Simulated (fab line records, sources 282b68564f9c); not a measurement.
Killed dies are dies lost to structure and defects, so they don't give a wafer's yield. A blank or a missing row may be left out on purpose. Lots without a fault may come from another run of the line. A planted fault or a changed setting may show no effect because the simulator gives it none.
fab line records | flow rit_cmos
record lots=6 wafers=18 last_day=7
route steps=202 shown ACTIVE@5 FOX1@20 FOX2@23 NWELL@28 PWELL@39 M1@202
lots that met no fault: from a run of the same line without faults
start_h: hours from the record's first day to the start of the lot's first wafer shown | wait_h: hours since the lot's step before | " the same as in the row above | L1.1+2: a row that stands for several wafers | - no value, or no start given | * or withheld: withheld | < > ~ a bound
route shown NAME@n: a module of which the file shows steps, and the number in the route of the first | usual: mean/standard deviation of fault-free wafers | same: alike in all rows | chamber/n: place in a boat | sites: the reading at each site | _std_site: their standard deviation | _edge_site: outer sites' mean less inner sites' | radius_mm: how far each site lies from the wafer's centre | mask NAME#n: copy n | behind: the tool/chamber that last shaped the wafer | hold: why the lot was held/for how many hours/how that ended | device: the transistor (n, p or np) that didn't switch | end of line: the same wafers' tests at the end of the route | a step without rows: its recipe alone | killed: dies lost to structure and defects at the first sort, not the wafer's yield | map: a wafer's dies, x killed, . not, _ none there
set.NAME: the setting as run; set.NAME@STEP: as run at that earlier step | model.NAME: the simulator's own value behind a step, which no gauge read
lots at some steps of the route; a table a step, a row a wafer
services: from which hour (start_h, from the record's first day; less than 0 if before it) a tool's chamber was out of use, for how many hours, and why
## steps
# step RIT_ACTIVE_THK_MEAS_04
# recipe reads=Si3N4_of_ACTIVE_CVD_03
# usual ACTIVE_NITRIDE_THK=149.4/1.4
# columns lot.wafer tool chamber start_h wait_h ACTIVE_NITRIDE_THK[nm]
L138.2 film_metro-04 - 39.34 0.0 147.9
L138.5 " - " " 148.0
L138.6 " - " " 148.1
L145.3 film_metro-04 - 75.82 0.0 146.4
L145.4 " - " " 148.4
L145.5 " - " " 146.3
L146.1 film_metro-04 - 78.53 0.0 149.0
L146.3 " - " " 149.3
L146.4 " - " " 149.1
L152.2 film_metro-01 - 108.84 0.0 149.0
L152.4 " - " " 148.5
L152.6 " - " " 147.8
L154.1 film_metro-02 - 121.97 0.0 150.9
L154.3 " - " " 150.2
L154.4 " - " " 150.9
L156.1 film_metro-01 - 128.53 0.0 150.8
L156.2 " - " " 150.2
L156.3 " - " " 149.8
# step RIT_ACTIVE_HMDS_05
# recipe prime_time_s=60 prime_temp_c=140
# step RIT_ACTIVE_COAT_06
# recipe resist=NOVOLAK spin_rpm=3250 resist_thk_nm=995
# step RIT_ACTIVE_SOFTBAKE_07
# recipe resist=NOVOLAK temp_c=90 time_s=60
# step RIT_ACTIVE_EXPOSE_08
# recipe mask_id=M1 na=0.6 source_shape=conventional sigma_outer=0.6 target_cd_nm=1400 dose_mj=225
# step RIT_ACTIVE_PEB_09
# recipe resist=NOVOLAK temp_c=withheld time_s=withheld
# step RIT_ACTIVE_DEVELOP_10
# recipe resist=NOVOLAK develop_time_s=50 dev_temp_c=23
# step RIT_ACTIVE_CD_MEAS_11
# recipe target_cd_nm=1400
# usual cd_nm=1399.8/2.2
# columns lot.wafer tool chamber start_h wait_h cd_nm
L138.2 cd_sem-02 - 40.36 - 1399.7
L138.5 " - " " 1399.5
L138.6 " - " " 1397.5
L145.3 cd_sem-01 - 76.75 - 1400.7
L145.4 " - " " 1401.1
L145.5 " - " " 1400.9
L146.1 cd_sem-01 - 79.44 - 1400.9
L146.3 " - " " 1401.3
L146.4 " - " " 1401.2
L152.2 cd_sem-02 - 109.90 - 1397.9
L152.4 " - " " 1401.7
L152.6 " - " " 1399.8
L154.1 cd_sem-01 - 123.01 - 1401.2
L154.3 " - " " 1399.9
L154.4 " - " " 1399.6
L156.1 cd_sem-01 - 129.44 - 1402.4
L156.2 " - " " 1400.7
L156.3 " - " " 1400.1
# step RIT_ACTIVE_HARDBAKE_12
# recipe resist=NOVOLAK temp_c=140 time_s=60
# step RIT_ACTIVE_ETCH_13
# recipe stop_on=SiO2 chemistry=SF6 target=Si3N4 time_s=210 over_etch_frac=0.4 SF6_flow_sccm=200 pressure_mtorr=260 rf_w=125 target_depth_a=2100
# usual SF6_flow_sccm=199.9/0.55 drypump_motor_current_A=5.5/0.38 oes_product_au=0.818/0.014 throttle_valve_pct=7.47/0.11
# columns lot.wafer tool chamber start_h wait_h SF6_flow_sccm drypump_motor_current_A oes_product_au rf_hours_counter_h throttle_valve_pct
L138.2 rie_diel-01 3 40.61 0.1 199.8 5.4 0.804 78 7.46
L138.5 " 2 " " 200.3 5.9 0.808 - 7.45
L138.6 " 3 " " 199.8 5.4 0.802 - 7.44
L145.3 rie_diel-04 1 77.01 0.1 199.7 4.9 0.820 118 7.44
L145.4 " 3 " " 200.3 5.9 0.831 49 7.48
L145.5 " 1 " " 199.5 4.9 0.818 - 7.44
L146.1 rie_diel-03 1 79.73 0.1 200.9 5.3 0.815 5 7.40
L146.3 " 3 " " 200.0 5.7 0.832 162 7.52
L146.4 " 0 " " 199.7 5.3 0.797 - 7.56
L152.2 rie_diel-03 2 110.29 0.1 200.2 6.1 0.814 0 7.29
L152.4 " 1 " " 199.1 5.3 0.801 - 7.41
L152.6 " 1 " " 199.2 5.3 0.808 - 7.41
L154.1 rie_diel-04 0 123.28 0.1 199.4 6.2 0.842 14 7.59
L154.3 " 3 " " 199.2 5.8 0.841 50 7.50
L154.4 " 1 " " 201.6 4.9 0.836 119 7.41
L156.1 rie_diel-03 1 129.71 0.1 200.1 5.2 0.809 6 7.39
L156.2 " 2 " " 199.7 6.1 0.823 1 7.31
L156.3 " 3 " " 199.7 5.7 0.796 0 7.50
# step RIT_ACTIVE_STRIP_14
# recipe chemistry=O2 time_s=180 resist=NOVOLAK platen_temp_c=withheld power_w=500 pressure_mtorr=4000 o2_flow_sccm=4000
# usual drypump_motor_current_A=5.9/0.41
# columns lot.wafer tool chamber start_h wait_h drypump_motor_current_A rf_hours_counter_h
L138.2 plasma_asher-02 1 40.74 0.1 5.5 40
L138.5 " 1 " " 5.4 -
L138.6 " 0 " " 6.0 -
L145.3 plasma_asher-03 0 77.20 0.1 5.9 -
L145.4 " 1 " " 5.6 -
L145.5 " 0 " " 5.8 -
L146.1 plasma_asher-01 1 79.86 0.1 6.5 44
L146.3 " 0 " " 5.5 -
L146.4 " 1 " " 6.5 -
L152.2 plasma_asher-03 0 110.49 0.1 5.9 47
L152.4 " 0 " " 5.8 -
L152.6 " 1 " " 5.7 -
L154.1 plasma_asher-03 0 123.41 0.1 5.8 50
L154.3 " 0 " " 5.8 -
L154.4 " 1 " " 5.7 -
L156.1 plasma_asher-02 1 129.84 0.1 5.4 44
L156.2 " 0 " " 6.1 44
L156.3 " 0 " " 6.1 -
# step RIT_ACTIVE_CD_MEAS_90
# recipe target_cd_nm=1400
# usual cd_nm=1399.8/2.2
# columns lot.wafer tool chamber start_h wait_h cd_nm
L138.2 cd_sem-01 - 40.94 0.1 1399.7
L138.5 " - " " 1399.4
L138.6 " - " " 1397.9
L145.3 cd_sem-01 - 77.36 0.1 1400.6
L145.4 " - " " 1401.3
L145.5 " - " " 1400.9
L146.1 cd_sem-02 - 80.04 0.1 1400.3
L146.3 " - " " 1401.0
L146.4 " - " " 1401.3
L152.2 cd_sem-01 - 110.69 0.1 1398.2
L152.4 " - " " 1401.1
L152.6 " - " " 1399.9
L154.1 cd_sem-01 - 123.58 0.1 1401.0
L154.3 " - " " 1400.1
L154.4 " - " " 1400.0
L156.1 cd_sem-01 - 130.02 0.1 1402.0
L156.2 " - " " 1400.6
L156.3 " - " " 1400.2
# step RIT_ACTIVE_CLEAN_15
# recipe chemistry=SC1 mix=3:3:50 time_s=589 temp_c=75
# columns lot.wafer tool chamber start_h wait_h
L138.2+5+6 wet_bench-03 0 41.04 0.1
L145.3+4+5 wet_bench-03 3 77.44 0.1
L146.1+3+4 wet_bench-03 2 80.16 0.1
L152.2+4+6 wet_bench-02 0 110.79 0.1
L154.1+3+4 wet_bench-01 1 123.70 0.1
L156.1+2+3 wet_bench-02 1 130.14 0.1
# step RIT_ACTIVE_CLEAN_16
# recipe chemistry=dHF dilution=50:1 time_s=30
# step RIT_ACTIVE_CLEAN_17
# recipe chemistry=SC2 mix=3:3:50 time_s=600 temp_c=75 dry=n2_spin
# step RIT_FOX1_OXIDATION_00
# recipe temp_c=1100 ambient=H2O target_thk_a=3507 p_h2o_torr=720 ox_time_s=1130
# step RIT_FOX1_THK_MEAS_01
# recipe reads=SiO2_of_FOX1_OXIDATION_00
# usual FOX1_OXIDE_THK=353/5.9
# columns lot.wafer tool chamber start_h wait_h FOX1_OXIDE_THK[nm]
L138.2 film_metro-03 - 43.14 0.0 348
L138.5 " - " " 357
L138.6 " - " " 348
L145.3 film_metro-02 - 79.14 0.0 357
L145.4 " - " " 355
L145.5 " - " " 353
L146.1 film_metro-01 - 86.18 0.0 357
L146.3 " - " " 357
L146.4 " - " " 351
L152.2 film_metro-01 - 114.11 0.0 343
L152.4 " - " " 345
L152.6 " - " " 350
L154.1 film_metro-02 - 127.92 0.0 356
L154.3 " - " " 357
L154.4 " - " " 363
L156.1 film_metro-02 - 131.83 0.0 356
L156.2 " - " " 359
L156.3 " - " " 355
# step RIT_FOX1_WET_ETCH_02
# recipe chemistry=BOE target_depth_nm=350 time_s=390 temp_c=21.5 dry=n2_spin dilution=10:1 target=SiO2
# step RIT_FOX2_OXIDATION_00
# recipe temp_c=1100 ambient=H2O target_thk_a=3507 p_h2o_torr=720 ox_time_s=1130
# step RIT_FOX2_THK_MEAS_01
# recipe reads=SiO2_of_FOX2_OXIDATION_00
# usual FOX2_OXIDE_THK=353/6.2
# columns lot.wafer tool chamber start_h wait_h FOX2_OXIDE_THK[nm]
L138.2 film_metro-04 - 44.63 0.0 363
L138.5 " - " " 354
L138.6 " - " " 361
L145.3 film_metro-03 - 80.63 0.0 354
L145.4 " - " " 355
L145.5 " - " " 353
L146.1 film_metro-03 - 90.01 0.0 347
L146.3 " - " " 342
L146.4 " - " " 345
L152.2 film_metro-03 - 116.69 0.0 361
L152.4 " - " " 357
L152.6 " - " " 358
L154.1 film_metro-03 - 129.44 0.0 364
L154.3 " - " " 363
L154.4 " - " " 364
L156.1 film_metro-02 - 133.33 0.0 349
L156.2 " - " " 353
L156.3 " - " " 350
# step RIT_FOX2_CLEAN_02
# recipe chemistry=dHF dilution=50:1 time_s=180
# step RIT_FOX2_WET_ETCH_03
# recipe chemistry=H3PO4 target=Si3N4 target_depth_nm=195 temp_c=165 time_s=2700
# step RIT_FOX2_THK_MEAS_90
# recipe reads=SiO2_of_FOX2_OXIDATION_00
# usual FIELD_OXIDE_LEFT_1_THK=326/6.3
# columns lot.wafer tool chamber start_h wait_h FIELD_OXIDE_LEFT_1_THK[nm]
L138.2 film_metro-03 - 45.51 0.0 336
L138.5 " - " " 327
L138.6 " - " " 334
L145.3 film_metro-02 - 81.52 0.0 327
L145.4 " - " " 328
L145.5 " - " " 326
L146.1 film_metro-02 - 90.89 0.0 319
L146.3 " - " " 315
L146.4 " - " " 318
L152.2 film_metro-03 - 117.57 0.0 334
L152.4 " - " " 329
L152.6 " - " " 331
L154.1 film_metro-04 - 130.32 0.0 337
L154.3 " - " " 336
L154.4 " - " " 336
L156.1 film_metro-03 - 134.20 0.0 322
L156.2 " - " " 326
L156.3 " - " " 324
# step RIT_NWELL_HMDS_00
# recipe prime_time_s=60 prime_temp_c=140
# step RIT_NWELL_COAT_01
# recipe resist=NOVOLAK spin_rpm=2000 resist_thk_nm=1300
# step RIT_NWELL_SOFTBAKE_02
# recipe resist=NOVOLAK temp_c=89.25 time_s=60
# step RIT_NWELL_EXPOSE_03
# recipe mask_id=M2 na=0.57 target_cd_nm=43900 dose_mj=250
# step RIT_NWELL_PEB_04
# recipe resist=NOVOLAK temp_c=withheld time_s=withheld
# step RIT_NWELL_DEVELOP_05
# recipe resist=NOVOLAK develop_time_s=68 dev_temp_c=23
# step RIT_NWELL_OVL_MEAS_06
# usual NWELL_OVL=0.3/1.4
# columns lot.wafer tool chamber start_h wait_h NWELL_OVL[nm]
L138.2 overlay-02 - 46.78 - 3.1
L138.5 " - " " 2.0
L138.6 " - " " 1.2
L145.3 overlay-02 - 82.45 - 1.7
L145.4 " - " " 2.3
L145.5 " - " " -0.4
L146.1 overlay-02 - 92.09 - 0.3
L146.3 " - " " -0.8
L146.4 " - " " -1.2
L152.2 overlay-02 - 118.51 - -0.8
L152.4 " - " " -2.2
L152.6 " - " " 1.7
L154.1 overlay-01 - 131.38 - 2.5
L154.3 " - " " 1.0
L154.4 " - " " -0.7
L156.1 overlay-02 - 135.59 - -0.6
L156.2 " - " " -2.4
L156.3 " - " " -0.7
# step RIT_NWELL_HARDBAKE_07
# recipe resist=NOVOLAK temp_c=140 time_s=120
# step RIT_NWELL_IMPLANT_08
# recipe species=P energy_kev=170 dose_cm2=4.898e+13 tilt_deg=7
# step RIT_NWELL_STRIP_09
# recipe chemistry=O2 time_s=180 resist=NOVOLAK platen_temp_c=withheld power_w=500 pressure_mtorr=4000 o2_flow_sccm=4000
# usual drypump_motor_current_A=5.9/0.41
# columns lot.wafer tool chamber start_h wait_h drypump_motor_current_A rf_hours_counter_h
L138.2 plasma_asher-01 1 47.21 0.1 6.5 41
L138.5 " 0 " " 5.5 -
L138.6 " 1 " " 6.5 -
L145.3 plasma_asher-04 0 82.94 0.1 6.2 -
L145.4 " 1 " " 5.5 -
L145.5 " 0 " " 6.2 -
L146.1 plasma_asher-04 1 92.53 0.1 5.4 27
L146.3 " 1 " " 5.5 -
L146.4 " 0 " " 6.2 -
L152.2 plasma_asher-04 1 118.94 0.1 5.5 33
L152.4 " 0 " " 6.2 -
L152.6 " 0 " " 6.2 -
L154.1 plasma_asher-01 1 131.82 0.1 6.5 0
L154.3 " 1 " " 6.5 -
L154.4 " 0 " " 5.4 -
L156.1 plasma_asher-02 0 136.02 0.1 6.0 45
L156.2 " 1 " " 5.4 45
L156.3 " 0 " " 6.0 -
# step RIT_NWELL_TW_MEAS_10
# usual NWELL_TW=2113/22
# columns lot.wafer tool chamber start_h wait_h NWELL_TW
L138.2 film_metro-03 - 47.40 0.1 2076
L138.5 " - " " 2089
L138.6 " - " " 2077
L145.3 film_metro-03 - 83.07 0.1 2082
L145.4 " - " " 2087
L145.5 " - " " 2080
L146.1 film_metro-01 - 92.71 0.1 2121
L146.3 " - " " 2119
L146.4 " - " " 2123
L152.2 film_metro-01 - 119.12 0.1 2126
L152.4 " - " " 2130
L152.6 " - " " 2123
L154.1 film_metro-04 - 131.99 0.1 2145
L154.3 " - " " 2147
L154.4 " - " " 2146
L156.1 film_metro-03 - 136.20 0.1 2087
L156.2 " - " " 2082
L156.3 " - " " 2099
# step RIT_PWELL_HMDS_00
# recipe prime_time_s=60 prime_temp_c=140
# step RIT_PWELL_COAT_01
# recipe resist=NOVOLAK spin_rpm=2000 resist_thk_nm=1300
# step RIT_PWELL_SOFTBAKE_02
# recipe resist=NOVOLAK temp_c=90 time_s=60
# step RIT_PWELL_EXPOSE_03
# recipe mask_id=M3 na=0.57 target_cd_nm=43700 dose_mj=250
# step RIT_PWELL_PEB_04
# recipe resist=NOVOLAK temp_c=withheld time_s=withheld
# step RIT_PWELL_DEVELOP_05
# recipe resist=NOVOLAK develop_time_s=68 dev_temp_c=23
# step RIT_PWELL_OVL_MEAS_06
# usual PWELL_OVL=-1.3/1.4
# columns lot.wafer tool chamber start_h wait_h PWELL_OVL[nm]
L138.2 overlay-01 - 48.33 - -1.0
L138.5 " - " " -1.8
L138.6 " - " " 0.1
L145.3 overlay-02 - 84.01 - -4.5
L145.4 " - " " -5.7
L145.5 " - " " -3.4
L146.1 overlay-02 - 94.20 - -3.5
L146.3 " - " " -0.8
L146.4 " - " " -3.4
L152.2 overlay-02 - 120.06 - 0.3
L152.4 " - " " -1.0
L152.6 " - " " -1.9
L154.1 overlay-02 - 133.06 - -2.4
L154.3 " - " " -2.4
L154.4 " - " " -2.2
L156.1 overlay-01 - 137.26 - -0.8
L156.2 " - " " -1.9
L156.3 " - " " -0.6
# step RIT_PWELL_HARDBAKE_07
# recipe resist=NOVOLAK temp_c=140 time_s=120
# step RIT_M1_PROBE_99
# usual killed_at_M0_to_M3=0.0/0.2 killed_at_front_end=6.8/2.9 killed_dies=6.8/2.9 killed_on_rim=1.9/1.4 killed_open=3.3/1.9 killed_short=3.5/2
# same gross_dies=264 killed_at_M4_up=0 killed_at_back_side=0 killed_at_contacts=0 killed_at_other=0
# columns lot.wafer tool chamber start_h wait_h killed_at_M0_to_M3 killed_at_front_end killed_dies killed_on_rim killed_open killed_short
L138.2 prober-02 - 87.85 0.1 0 6 6 4 5 1
L138.5 prober-02 - 88.00 0.2 0 7 7 2 3 4
L138.6 prober-02 - 88.05 0.2 0 8 8 2 5 3
L145.3 prober-01 - 129.64 0.2 0 33 33 4 1 2
L145.4 prober-01 - 129.69 0.2 0 42 42 6 4 5
L145.5 prober-01 - 129.74 0.2 0 40 40 4 5 3
L146.1 prober-02 - 132.36 0.1 0 22 22 9 2 1
L146.3 prober-02 - 132.46 0.2 0 25 25 10 2 6
L146.4 prober-02 - 132.51 0.2 0 23 23 9 1 4
L152.2 prober-02 - 158.89 0.1 0 6 6 2 2 4
L152.4 prober-02 - 158.99 0.2 0 4 4 2 2 2
L152.6 prober-02 - 159.09 0.2 0 6 6 2 3 3
L154.1 prober-02 - 169.17 0.1 0 6 6 1 5 1
L154.3 prober-02 - 169.27 0.2 0 7 7 1 5 2
L154.4 prober-02 - 169.32 0.2 1 9 10 1 2 8
L156.1 prober-02 - 175.71 0.1 0 3 3 0 2 1
L156.2 prober-02 - 175.76 0.1 0 7 7 2 2 5
L156.3 prober-02 - 175.81 0.2 0 3 3 1 1 2
# killed by level:class
L138.2 GATE:geometric_particle:open=5 GATE:geometric_particle:short=1
L138.5 GATE:geometric_particle:short=3 GATE:geometric_particle:open=2 FOX2:geometric_particle:short=1 SILICIDE:geometric_particle:open=1
L138.6 SILICIDE:geometric_particle:open=2 SILICIDE:geometric_particle:short=2 FOX1:geometric_particle:short=1 FOX1:geometric_particle:open=1 REOX:geometric_particle:open=1 SPACER:geometric_particle:open=1
L145.3 ACTIVE:unspecified=30 FOX1:geometric_particle:short=1 FOX2:geometric_particle:open=1 REOX:geometric_particle:short=1
L145.4 ACTIVE:unspecified=32 GATE:geometric_particle:open=3 GATE:geometric_particle:short=2 FOX1:geometric_particle:short=1 SPACER:geometric_particle:short=1 SILICIDE:geometric_particle:short=1 SILICIDE:geometric_particle:open=1 PRETRO:coat_microbubble_printed=1
L145.5 ACTIVE:unspecified=32 SPACER:geometric_particle:open=2 FOX1:geometric_particle:short=1 GATE:geometric_particle:open=1 GATE:geometric_particle:short=1 REOX:geometric_particle:open=1 SPACER:geometric_particle:short=1 SILICIDE:geometric_particle:open=1
L146.1 ACTIVE:unspecified=19 GATE:geometric_particle:open=2 GATE:geometric_particle:short=1
L146.3 ACTIVE:unspecified=17 FOX1:geometric_particle:short=2 GATE:geometric_particle:short=2 GATE:geometric_particle:open=2 SPACER:geometric_particle:short=2
L146.4 ACTIVE:unspecified=17 SILICIDE:geometric_particle:short=2 FOX2:geometric_particle:short=1 GATE:geometric_particle:short=1 SILICIDE:geometric_particle:open=1 NRETRO:coat_microbubble_printed=1
L152.2 GATE:geometric_particle:short=3 GATE:geometric_particle:open=2 SILICIDE:geometric_particle:short=1
L152.4 GATE:geometric_particle:short=1 SPACER:geometric_particle:short=1 SPACER:geometric_particle:open=1 SILICIDE:geometric_particle:open=1
L152.6 FOX1:geometric_particle:short=1 FOX1:geometric_particle:open=1 SPACER:geometric_particle:short=1 SPACER:geometric_particle:open=1 SILICIDE:geometric_particle:open=1 SILICIDE:geometric_particle:short=1
L154.1 FOX1:geometric_particle:open=3 GATE:geometric_particle:open=2 GATE:geometric_particle:short=1
L154.3 GATE:geometric_particle:short=2 GATE:geometric_particle:open=2 FOX1:geometric_particle:open=1 REOX:geometric_particle:open=1 SILICIDE:geometric_particle:open=1
L154.4 FOX1:geometric_particle:short=2 REOX:geometric_particle:short=2 SILICIDE:geometric_particle:short=2 FOX1:geometric_particle:open=1 GATE:geometric_particle:open=1 GATE:geometric_particle:short=1 M1:geometric_particle:short=1
L156.1 FOX1:geometric_particle:open=1 REOX:geometric_particle:short=1 REOX:geometric_particle:open=1
L156.2 REOX:geometric_particle:short=2 ACTIVE:geometric_particle:open=1 FOX1:geometric_particle:short=1 FOX2:geometric_particle:open=1 FOX2:geometric_particle:short=1 GATE:geometric_particle:short=1
L156.3 GATE:geometric_particle:short=1 SILICIDE:geometric_particle:open=1 SILICIDE:geometric_particle:short=1
# map L145.4 (x killed, . not)
________......._______
_____...x....x....____
____...............___
___.....x...........__
__..................._
__..................._
_...............xx....
_.....................
_..x.x................
_.........x...........
__.....xxxx.x........_
__....xxxxxx......x.._
___...xxxxxxxx......__
____..xxxxxx..x....___
_____..xxxx.......____
________xxx...._______
# map L146.3 (x killed, . not)
________......._______
_____.x.........x.____
____.......x...x...___
___.................__
__.................x._
__................xxx_
_..........x......xxxx
_..................xxx
_.................xxxx
_......x............xx
__................x.._
__..................._
___.......x.........__
____...............___
_____.............____
________......._______
## services
# columns tool chamber start_h hours kind
plasma_asher-04 - 22.17 2.4 repair
rie_diel-04 - 47.35 2.8 pm
rie_diel-03 - 72.23 0.4 repair
plasma_asher-02 - 72.88 49.5 pm
rie_diel-03 2 76.22 - clean
rie_diel-03 2 76.22 24.6 scheduled_down
rie_diel-03 2 76.22 24.6 vent_cycle
rie_diel-01 2 84.55 14.7 repair
plasma_asher-03 - 91.42 15.0 pm
rie_diel-03 3 100.78 - clean
rie_diel-03 3 100.78 16.7 scheduled_down
rie_diel-03 3 100.78 16.7 vent_cycle
rie_diel-03 0 103.13 20.8 repair
plasma_asher-01 - 106.39 14.1 pm
rie_diel-04 2 109.09 2.8 repair
rie_diel-01 1 114.64 - clean
rie_diel-01 1 114.64 22.7 scheduled_down
plasma_asher-01 - 120.52 9.0 pm
plasma_asher-01 0 120.52 9.0 vent_cycle
plasma_asher-01 1 120.52 9.0 vent_cycle
plasma_asher-02 - 122.41 2.8 pm
plasma_asher-01 0 129.52 - clean
plasma_asher-01 1 129.52 - clean
rie_diel-03 - 132.29 0.1 repair
## key
first_sign step=RIT_M1_PROBE_99 reading=killed_dies direction=up sigmas=8.3 usual=6.8 struck=30.8
effect step=RIT_M1_PROBE_99 reading=killed_at_front_end direction=up sigmas=8.3 usual=6.8 struck=30.8
met_at RIT_ACTIVE_CLEAN_15
struck_wafers L145.3,L145.4,L145.5,L146.1,L146.3,L146.4
tester_left_out L145,L146
onset_between 41.04 77.44
fault kind=chamber_particle_source tool=wet_bench-03 chamber=- onset_h=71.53 steps=RIT_ACTIVE_CLEAN_15 rate_per_visit_cm2=1.0097 end_h=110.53
# tester_left_out: of these lots the tester's yield and bins aren't shown, on N5 and GAA mostly nor the transistor test; their killed dies are dies lost to structure and defects alone, not to doping, threshold or leakage, so they don't give the yield
